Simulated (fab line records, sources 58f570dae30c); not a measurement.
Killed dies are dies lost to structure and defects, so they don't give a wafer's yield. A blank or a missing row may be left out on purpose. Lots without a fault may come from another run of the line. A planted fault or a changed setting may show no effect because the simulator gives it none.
Which tool did it? | flow berkeley_cmos170 | 14 lots, 42 wafers sampled, at 5 steps of a route of 331

WHAT THE GAUGES READ, wafer by wafer
UCB170_SDANNEAL_RS_MEAS_03: measures by four-point-probe. Usual: NSD_RS 37.25 ohm/sq, standard deviation 0.13.
lot  | measured     | on            | NSD_RS (ohm/sq)   | flag
L420 | day 6 23:19  | film_metro-01 | 37.12 37.19 37.16 |
L423 | day 7 07:55  | film_metro-02 | 37.23 37.18 37.25 |
L422 | day 7 08:34  | film_metro-02 | 37.33 37.27 37.38 |
L426 | day 8 07:51  | film_metro-01 | 37.06 36.97 36.93 |
L430 | day 9 14:56  | film_metro-03 | 37.49 37.38 37.38 |
L433 | day 9 20:36  | film_metro-02 | 37.17 37.13 37.14 |
L436 | day 10 06:44 | film_metro-02 | 37.39 37.33 37.34 |
L435 | day 10 06:52 | film_metro-01 | 37.30 37.24 37.27 |
L437 | day 10 10:43 | film_metro-03 | 37.40 37.36 37.40 |
L438 | day 10 23:01 | film_metro-01 | 37.27 37.21 37.29 |
L439 | day 11 08:39 | film_metro-01 | 37.06 37.24 37.18 |
L440 | day 11 08:57 | film_metro-03 | 37.27 37.38 37.35 |
L441 | day 11 18:43 | film_metro-02 | 37.39 37.42 37.32 |
L443 | day 12 03:49 | film_metro-02 | 37.20 37.29 37.19 |

UCB170_SILICIDE_RS_MEAS_02: measures by four-point-probe. Usual: SILICIDE_TI_RS 25.9 ohm/sq, standard deviation 0.36.
lot  | measured     | on            | SILICIDE_TI_RS (ohm/sq) | flag
L420 | day 6 23:47  | film_metro-03 | 25.9 25.4 25.8          |
L423 | day 7 08:22  | film_metro-04 | 25.2 25.9 25.7          |
L422 | day 7 09:07  | film_metro-01 | 25.7 25.5 26.0          |
L426 | day 8 08:19  | film_metro-04 | 26.1 25.9 26.3          |
L430 | day 9 15:23  | film_metro-04 | 25.9 25.8 26.1          |
L433 | day 9 21:04  | film_metro-04 | 25.6 25.8 26.3          |
L436 | day 10 07:12 | film_metro-04 | 25.6 25.9 26.1          |
L435 | day 10 07:19 | film_metro-01 | 25.2 25.5 25.8          |
L437 | day 10 11:12 | film_metro-03 | 25.8 25.8 25.7          |
L438 | day 10 23:29 | film_metro-03 | 25.8 25.7 26.0          |
L439 | day 11 09:07 | film_metro-04 | 25.7 26.3 26.2          |
L440 | day 11 09:25 | film_metro-03 | 26.0 25.9 26.0          |
L441 | day 11 19:10 | film_metro-03 | 25.9 26.1 26.2          |
L443 | day 12 04:17 | film_metro-04 | 25.8 26.1 26.1          |

UCB170_CONTACT_CD_MEAS_90: target cd 700 nm. Usual: cd_nm 699.3 nm, standard deviation 1.4.
lot  | measured     | on        | cd_nm (nm)        | flag
L420 | day 7 04:47  | cd_sem-02 | 697.2 699.2 697.2 |
L423 | day 7 14:03  | cd_sem-02 | 698.7 699.3 698.5 |
L422 | day 7 14:20  | cd_sem-02 | 701.8 700.4 702.7 |
L426 | day 8 12:40  | cd_sem-02 | 698.1 697.7 698.3 |
L430 | day 9 21:52  | cd_sem-01 | - - -             | OFF
L433 | day 10 02:13 | cd_sem-01 | - - -             | OFF
L436 | day 10 12:31 | cd_sem-02 | 697.3 697.5 697.0 |
L435 | day 10 12:56 | cd_sem-01 | 698.8 699.7 699.3 |
L437 | day 10 16:15 | cd_sem-02 | 698.4 698.6 697.2 |
L438 | day 11 04:41 | cd_sem-01 | 702.5 699.9 701.8 |
L439 | day 11 13:35 | cd_sem-01 | 700.1 700.2 700.0 |
L440 | day 11 15:46 | cd_sem-01 | 698.1 698.8 697.7 |
L441 | day 12 00:31 | cd_sem-02 | 698.9 699.3 701.6 |
L443 | day 12 09:16 | cd_sem-01 | 699.6 699.4 699.3 |

WHICH TOOL RAN EACH LOT (tool, then ch and the chambers of the sampled wafers, then the start)
lot  | UCB170_NSD_STRIP_09                  | UCB170_CONTACT_CVD_01
L420 | plasma_asher-03 ch 0,1, day 6 21:27  | lpcvd-02 ch 1, day 7 00:28
L423 | plasma_asher-02 ch 0,1, day 7 06:35  | lpcvd-01 ch 0, day 7 08:50
L422 | plasma_asher-03 ch 0,1, day 7 07:14  | lpcvd-02 ch 0, day 7 09:31
L426 | plasma_asher-01 ch 0,1, day 8 03:26  | lpcvd-01 ch 0, day 8 08:44
L430 | plasma_asher-01 ch 0,1, day 9 13:34  | lpcvd-01 ch 1, day 9 17:13
L433 | plasma_asher-01 ch 0,1, day 9 19:16  | lpcvd-01 ch 1, day 9 21:36
L436 | plasma_asher-02 ch 0,1, day 10 04:58 | lpcvd-02 ch 0, day 10 07:47
L435 | plasma_asher-03 ch 0,1, day 10 05:02 | lpcvd-01 ch 0, day 10 08:08
L437 | plasma_asher-02 ch 0,1, day 10 09:17 | lpcvd-02 ch 0, day 10 11:49
L438 | plasma_asher-02 ch 0,1, day 10 21:24 | lpcvd-01 ch 1, day 11 00:34
L439 | plasma_asher-01 ch 0,1, day 11 06:56 | lpcvd-02 ch 1, day 11 09:34
L440 | plasma_asher-01 ch 0,1, day 11 07:24 | lpcvd-02 ch 0, day 11 11:20
L441 | plasma_asher-01 ch 0,1, day 11 17:13 | lpcvd-02 ch 1, day 11 19:36
L443 | plasma_asher-03 ch 0, day 12 02:05   | lpcvd-01 ch 0, day 12 04:44
- UCB170_NSD_STRIP_09: strips in O2.
- UCB170_CONTACT_CVD_01: deposits PSG from SiH4/O2/PH3, target thk 700 nm, time 2820 s.

WHAT THE TOOLS THEMSELVES READ (means of the sampled wafers that have a number; where no wafer has one, the mark that the record gives instead)
UCB170_NSD_STRIP_09. Usual: drypump_motor_current_A 5.9 A, standard deviation 0.35; oes_product_au 0.534 a.u., standard deviation 0.0048; strip_time_to_endpoint_s 35.84 s, standard deviation 0.079.
lot  | tool            | drypump_motor_current_A (A) | oes_product_au (a.u.) | strip_time_to_endpoint_s (s) | flag
L420 | plasma_asher-03 | 5.8                         | 0.537                 | 35.81                        |
L423 | plasma_asher-02 | 5.5                         | 0.537                 | 35.74                        |
L422 | plasma_asher-03 | 6.0                         | 0.532                 | 35.79                        |
L426 | plasma_asher-01 | 6.2                         | 0.534                 | 35.97                        |
L430 | plasma_asher-01 | 6.2                         | 0.533                 | 35.76                        |
L433 | plasma_asher-01 | 6.3                         | 0.531                 | 35.79                        |
L436 | plasma_asher-02 | 5.6                         | 0.532                 | 35.84                        |
L435 | plasma_asher-03 | 5.8                         | 0.538                 | 35.79                        |
L437 | plasma_asher-02 | 5.7                         | 0.532                 | 35.88                        |
L438 | plasma_asher-02 | 5.7                         | 0.535                 | 35.81                        |
L439 | plasma_asher-01 | 6.2                         | 0.535                 | 35.80                        |
L440 | plasma_asher-01 | 6.2                         | 0.531                 | 35.91                        |
L441 | plasma_asher-01 | 6.2                         | 0.535                 | 35.90                        |
L443 | plasma_asher-03 | 6.3                         | 0.532                 | 35.90                        |

UCB170_CONTACT_CVD_01. Usual: o2_flow_sccm 90.03 sccm, standard deviation 0.28; ph3_flow_sccm 25.00 sccm, standard deviation 0.078.
lot  | tool     | o2_flow_sccm (sccm) | ph3_flow_sccm (sccm) | flag
L420 | lpcvd-02 | 89.98               | 25.13                |
L423 | lpcvd-01 | 89.89               | 25.04                |
L422 | lpcvd-02 | 90.37               | 25.03                |
L426 | lpcvd-01 | 90.13               | 25.03                |
L430 | lpcvd-01 | -                   | -                    | OFF
L433 | lpcvd-01 | -                   | -                    | OFF
L436 | lpcvd-02 | 89.99               | 24.98                |
L435 | lpcvd-01 | 90.04               | 24.95                |
L437 | lpcvd-02 | 90.45               | 25.02                |
L438 | lpcvd-01 | 89.66               | 25.03                |
L439 | lpcvd-02 | 89.97               | 24.86                |
L440 | lpcvd-02 | 90.09               | 25.04                |
L441 | lpcvd-02 | 90.51               | 24.96                |
L443 | lpcvd-01 | 90.32               | 25.00                |

THE ANSWER, worked out from the rows above alone
Rule: a lot is off if the mean of its wafers that have a number lies more than 3 standard deviations from the usual mean. A lot without any number at a reading at which 4 lots or more have one is off too. The other lots that the step has rows for count as sound. The gauges are gone through in route order, then the tools' own readings, and for those a lot's mean is taken as printed above. The first step at which some lot is off is used, and at that step the reading that is off furthest; a lot without a number counts as furthest.
Off: L430, L433, at UCB170_CONTACT_CD_MEAS_90 (cd_nm). Without a number there: L430, L433.
A tool fits if, at a process step before that reading, it ran every lot that is off, and no sound lot after the first of them. The gauges at UCB170_CONTACT_CD_MEAS_90 aren't tried: what is off there is off at UCB170_CONTACT_CVD_01 too, on other tools, and a gauge's error can't cause that. None of those tried fits.

WHAT THE SIMULATOR HAD PUT IN
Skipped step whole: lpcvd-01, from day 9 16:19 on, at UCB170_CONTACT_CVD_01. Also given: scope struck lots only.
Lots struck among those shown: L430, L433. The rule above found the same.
